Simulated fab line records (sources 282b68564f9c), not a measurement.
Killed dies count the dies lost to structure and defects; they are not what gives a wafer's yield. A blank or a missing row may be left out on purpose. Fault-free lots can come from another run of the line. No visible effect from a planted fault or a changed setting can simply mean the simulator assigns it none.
fab line records ; flow rit_cmos
record lots=7; wafers=21; last_day=7
route steps=202 shown PLDD@118 SPACER@125
lots that met no fault: from a run of the same line without faults
start_h: the number of hours between the record's first day and the start of the first shown wafer of the lot ; wait_h: hours from the lot's prior step to this one ; " repeats the value in the row above ; L1.1+2: one row covering several wafers at once ; - no value, or no start was given ; * or withheld: withheld ; < > ~ a bound
route shown NAME@n: NAME is a module with steps in the file, n the number in the route of the first one ; usual: the fault-free wafers' mean and standard deviation ; same: alike in all rows ; chamber/n: place in a boat ; sites: the reading at each site ; _std_site: the standard deviation of these ; _edge_site: inner sites' mean taken away from outer sites' mean ; radius_mm: for every site, how far away it sits from the centre of the wafer ; mask NAME#n: copy n ; behind: the most recent tool/chamber to have shaped the wafer ; hold: why the lot went on hold/how many hours it stayed there/how the hold came to an end ; device: transistor that didn't switch, given as n, p or np ; end of line: the same wafers' tests at the end of the route ; a step with no rows: only its recipe ; killed: not the wafer's yield, but the dies lost to structure and defects at the first sort ; map: dies across one wafer; x = killed, . = not, _ = none there
set.NAME: the setting the step ran with; set.NAME@STEP: the setting that earlier step ran with ; model.NAME: the simulator's own value behind a step, which no gauge read
a table for each step, a row for each wafer; lots at some steps of the route
services: a tool's chamber out of use, with start hour (start_h, from the record's first day; less than 0 if before it), hours out, and reason
## steps
# step RIT_PLDD_PEB_04
# recipe resist=NOVOLAK; temp_c=withheld; time_s=withheld
# step RIT_PLDD_DEVELOP_05
# recipe resist=NOVOLAK; develop_time_s=49.22; dev_temp_c=23
# step RIT_PLDD_OVL_MEAS_06
# usual PLDD_OVL=-1.2/1.3
lot.wafer;tool;chamber;start_h;wait_h;PLDD_OVL[nm]
L671.1;overlay-01;-;58.65;-;-0.4
L671.2;overlay-01;-;58.65;-;-1.1
L671.3;overlay-01;-;58.65;-;0.2
L672.1;overlay-01;-;63.83;-;-2.8
L672.2;overlay-01;-;63.83;-;-4.2
L672.6;overlay-01;-;63.83;-;-2.5
L673.2;overlay-02;-;67.69;-;-0.1
L673.4;overlay-02;-;67.69;-;-1.1
L673.6;overlay-02;-;67.69;-;-0.6
L677.1;overlay-01;-;89.19;-;-1.3
L677.2;overlay-01;-;89.19;-;-1.0
L677.4;overlay-01;-;89.19;-;1.3
L682.2;overlay-02;-;112.76;-;-2.1
L682.5;overlay-02;-;112.76;-;-2.7
L682.6;overlay-02;-;112.76;-;-2.4
L686.2;overlay-01;-;133.09;-;0.9
L686.3;overlay-01;-;133.09;-;0.2
L686.4;overlay-01;-;133.09;-;-0.5
L691.1;overlay-02;-;162.07;-;-2.8
L691.5;overlay-02;-;162.07;-;-1.3
L691.6;overlay-02;-;162.07;-;-0.9
# step RIT_PLDD_HARDBAKE_07
# recipe resist=NOVOLAK; temp_c=140; time_s=60
# step RIT_PLDD_IMPLANT_08
# recipe species=BF2; energy_kev=20; dose_cm2=9e+14; tilt_deg=7
# step RIT_PLDD_STRIP_09
# recipe chemistry=O2; time_s=180; resist=NOVOLAK; platen_temp_c=withheld; power_w=500; pressure_mtorr=4000; o2_flow_sccm=4000
# usual drypump_motor_current_A=5.6/0.58
lot.wafer;tool;chamber;start_h;wait_h;drypump_motor_current_A;rf_hours_counter_h
L671.1;plasma_asher-04;0;58.99;0.1;6.3;44
L671.2;plasma_asher-04;1;58.99;0.1;4.9;44
L671.3;plasma_asher-04;0;58.99;0.1;6.3;-
L672.1;plasma_asher-02;0;64.17;0.1;4.7;29
L672.2;plasma_asher-02;1;64.17;0.1;5.5;29
L672.6;plasma_asher-02;0;64.17;0.1;4.7;-
L673.2;plasma_asher-01;1;68.02;0.1;6.1;44
L673.4;plasma_asher-01;0;68.02;0.1;6.0;-
L673.6;plasma_asher-01;1;68.02;0.1;6.0;-
L677.1;plasma_asher-04;1;89.53;0.1;4.8;48
L677.2;plasma_asher-04;0;89.53;0.1;6.3;48
L677.4;plasma_asher-04;1;89.53;0.1;4.9;-
L682.2;plasma_asher-04;0;113.09;0.1;6.3;50
L682.5;plasma_asher-04;0;113.09;0.1;6.3;-
L682.6;plasma_asher-04;1;113.09;0.1;4.9;-
L686.2;plasma_asher-02;0;133.42;0.1;4.7;36
L686.3;plasma_asher-02;0;133.42;0.1;4.7;-
L686.4;plasma_asher-02;1;133.42;0.1;5.5;-
L691.1;plasma_asher-04;1;162.40;0.1;4.9;56
L691.5;plasma_asher-04;1;162.40;0.1;4.9;-
L691.6;plasma_asher-04;0;162.40;0.1;6.3;-
# step RIT_PLDD_TW_MEAS_10
# usual PLDD_TW=2336/32
lot.wafer;tool;chamber;start_h;wait_h;PLDD_TW
L671.1;film_metro-01;-;59.16;0.1;2309
L671.2;film_metro-01;-;59.16;0.1;2318
L671.3;film_metro-01;-;59.16;0.1;2311
L672.1;film_metro-02;-;64.34;0.1;2358
L672.2;film_metro-02;-;64.34;0.1;2366
L672.6;film_metro-02;-;64.34;0.1;2347
L673.2;film_metro-03;-;68.21;0.1;2378
L673.4;film_metro-03;-;68.21;0.1;2372
L673.6;film_metro-03;-;68.21;0.1;2369
L677.1;film_metro-02;-;89.70;0.1;2365
L677.2;film_metro-02;-;89.70;0.1;2345
L677.4;film_metro-02;-;89.70;0.1;2362
L682.2;film_metro-03;-;113.27;0.1;2344
L682.5;film_metro-03;-;113.27;0.1;2361
L682.6;film_metro-03;-;113.27;0.1;2357
L686.2;film_metro-03;-;133.61;0.1;2355
L686.3;film_metro-03;-;133.61;0.1;2380
L686.4;film_metro-03;-;133.61;0.1;2345
L691.1;film_metro-01;-;162.58;0.1;2300
L691.5;film_metro-01;-;162.58;0.1;2304
L691.6;film_metro-01;-;162.58;0.1;2303
# step RIT_SPACER_CLEAN_00
# recipe chemistry=SC1; mix=3:3:50; time_s=600; temp_c=75
# step RIT_SPACER_CLEAN_01
# recipe chemistry=dHF; dilution=50:1; time_s=30
# step RIT_SPACER_CLEAN_02
# recipe chemistry=SC2; mix=3:3:50; time_s=600; temp_c=75; dry=n2_spin
# step RIT_SPACER_CVD_03
# recipe material=Si3N4; target_thk_nm=250; temp_c=810; precursor=SiH2Cl2/NH3; time_s=3300; pressure_mtorr=300; sih2cl2_flow_sccm=60; nh3_flow_sccm=150
# step RIT_SPACER_THK_MEAS_04
# recipe reads=Si3N4_of_SPACER_CVD_03
# usual SPACER_NITRIDE_THK=250.1/2.5
lot.wafer;tool;chamber;start_h;wait_h;SPACER_NITRIDE_THK[nm]
L671.1;film_metro-01;-;63.18;0.0;248.5
L671.2;film_metro-01;-;63.18;0.0;248.0
L671.3;film_metro-01;-;63.18;0.0;248.7
L672.1;film_metro-02;-;66.75;0.0;253.3
L672.2;film_metro-02;-;66.75;0.0;249.9
L672.6;film_metro-02;-;66.75;0.0;251.2
L673.2;film_metro-02;-;70.92;0.0;248.0
L673.4;film_metro-02;-;70.92;0.0;248.4
L673.6;film_metro-02;-;70.92;0.0;246.9
L677.1;film_metro-02;-;92.04;0.0;247.1
L677.2;film_metro-02;-;92.04;0.0;247.3
L677.4;film_metro-02;-;92.04;0.0;248.6
L682.2;film_metro-02;-;115.62;0.0;248.9
L682.5;film_metro-02;-;115.62;0.0;249.9
L682.6;film_metro-02;-;115.62;0.0;249.6
L686.2;film_metro-04;-;135.97;0.0;248.4
L686.3;film_metro-04;-;135.97;0.0;249.5
L686.4;film_metro-04;-;135.97;0.0;250.3
L691.1;film_metro-01;-;164.96;0.0;251.9
L691.5;film_metro-01;-;164.96;0.0;252.6
L691.6;film_metro-01;-;164.96;0.0;252.5
# step RIT_SPACER_ETCHBACK_05
# recipe target_depth_a=2500; SF6_flow_sccm=30; CHF3_flow_sccm=30; target=Si3N4; chemistry=SF6/CHF3; pressure_mtorr=40; rf_w=250; time_s=229.5; stop_on=SiO2
# usual CHF3_flow_sccm=30.01/0.08; SF6_flow_sccm=30.01/0.098; drypump_motor_current_A=5.5/0.53; oes_product_au=0.871/0.016; throttle_valve_pct=10.37/0.16
lot.wafer;tool;chamber;start_h;wait_h;CHF3_flow_sccm;SF6_flow_sccm;drypump_motor_current_A;oes_product_au;rf_hours_counter_h;throttle_valve_pct;model.poly-Si_of_GATE_CVD_08.thk_nm;model.Si3N4_of_SPACER_CVD_03.thk_nm;model.SiO2_of_FOX2_OXIDATION_00.thk_nm
L671.1;rie_diel-04;3;63.24;0.1;-;-;-;-;-;-;232.9;248.6;237.6
L671.2;rie_diel-04;0;63.24;0.1;-;-;-;-;-;-;231.4;248;234.9
L671.3;rie_diel-04;2;63.24;0.1;-;-;-;-;-;-;230.5;248.6;232.5
L672.1;rie_diel-02;3;66.81;0.1;-;-;-;-;-;-;231.1;253.3;234.2
L672.2;rie_diel-02;2;66.81;0.1;-;-;-;-;-;-;232.2;250;238.5
L672.6;rie_diel-02;0;66.81;0.1;-;-;-;-;-;-;231.4;251.1;237.8
L673.2;rie_diel-01;0;70.97;0.0;-;-;-;-;-;-;234;247.9;237.3
L673.4;rie_diel-01;3;70.97;0.0;-;-;-;-;-;-;234.1;248;242.8
L673.6;rie_diel-01;3;70.97;0.0;-;-;-;-;-;-;236.1;247.1;241.2
L677.1;rie_diel-02;3;92.10;0.1;29.99;29.95;5.8;0.850;125;10.04;169;195.8;190.4
L677.2;rie_diel-02;2;92.10;0.1;30.10;30.04;4.9;0.858;89;10.34;169.5;196.2;188.1
L677.4;rie_diel-02;1;92.10;0.1;29.97;30.14;5.8;0.858;118;10.50;168.6;196;195.5
L682.2;rie_diel-02;1;115.67;0.0;30.14;30.12;5.8;0.855;118;10.50;165.8;196.2;193.6
L682.5;rie_diel-02;1;115.67;0.0;30.11;29.94;5.8;0.851;-;10.48;166.5;196.6;181.4
L682.6;rie_diel-02;0;115.67;0.0;29.91;29.96;5.2;0.889;-;10.18;168.9;197.7;191.6
L686.2;rie_diel-04;3;136.02;0.0;29.91;29.83;4.9;0.877;107;10.50;169.4;197.3;185.7
L686.3;rie_diel-04;0;136.02;0.0;29.99;30.16;5.5;0.856;93;10.56;164.7;196.7;180.2
L686.4;rie_diel-04;1;136.02;0.0;30.02;29.99;6.5;0.866;118;10.59;167;198;179.4
L691.1;rie_diel-02;1;165.02;0.1;30.00;29.98;5.8;0.862;120;10.49;165.4;197.9;179
L691.5;rie_diel-02;2;165.02;0.1;30.00;30.11;4.9;0.868;-;10.35;167.7;199.8;174
L691.6;rie_diel-02;3;165.02;0.1;29.99;29.86;5.8;0.857;-;10.05;166.7;199.1;174.2
## services
tool;chamber;start_h;hours;kind
rie_diel-02;3;35.02;13.1;repair
plasma_asher-02;-;50.59;2.3;repair
plasma_asher-01;-;60.14;2.8;pm
rie_diel-04;0;70.20;2.9;repair
plasma_asher-02;-;77.20;0.7;repair
plasma_asher-02;-;78.69;1.6;repair
plasma_asher-02;-;88.25;2.5;repair
rie_diel-01;-;104.43;27.2;repair
rie_diel-02;0;144.20;-;clean
rie_diel-02;0;144.20;13.0;scheduled_down
rie_diel-02;0;144.20;13.0;vent_cycle
rie_diel-01;0;145.67;4.8;repair
rie_diel-01;1;151.97;3.9;repair
rie_diel-01;0;159.07;4.2;repair
## key
first_sign step=RIT_SPACER_ETCHBACK_05; reading=tool_record; direction=missing
effect none on later readings
model_effect step=RIT_SPACER_ETCHBACK_05; value=poly-Si_of_GATE_CVD_08.thk_nm; without=169.5; struck=232.6
met_at RIT_SPACER_ETCHBACK_05
struck_wafers L671.1,L671.2,L671.3,L672.1,L672.2,L672.6,L673.2,L673.4,L673.6
later_rows_left_out L671.1,L671.2,L671.3,L672.1,L672.2,L672.6,L673.2,L673.4,L673.6
sort_left_out L671.1,L671.2,L671.3,L672.1,L672.2,L672.6,L673.2,L673.4,L673.6
tester_left_out L671,L672,L673
fault kind=skipped_step_whole; tool=rie_diel-01,rie_diel-02,rie_diel-04; chamber=-; onset_h=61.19; steps=RIT_SPACER_ETCHBACK_05; scope=struck_lots_only
# tester_left_out: of these lots the tester's yield and bins aren't shown, on N5 and GAA mostly nor the transistor test; their killed dies are dies lost to structure and defects alone, not to doping, threshold or leakage, so they don't give the yield
# sort_left_out: the simulated sort isn't trusted on such a fault, so these wafers' sort isn't shown, and their yield isn't known
# later_rows_left_out: the simulator's readings of these wafers behind a module that went badly wrong aren't trusted and aren't shown, but for the sort
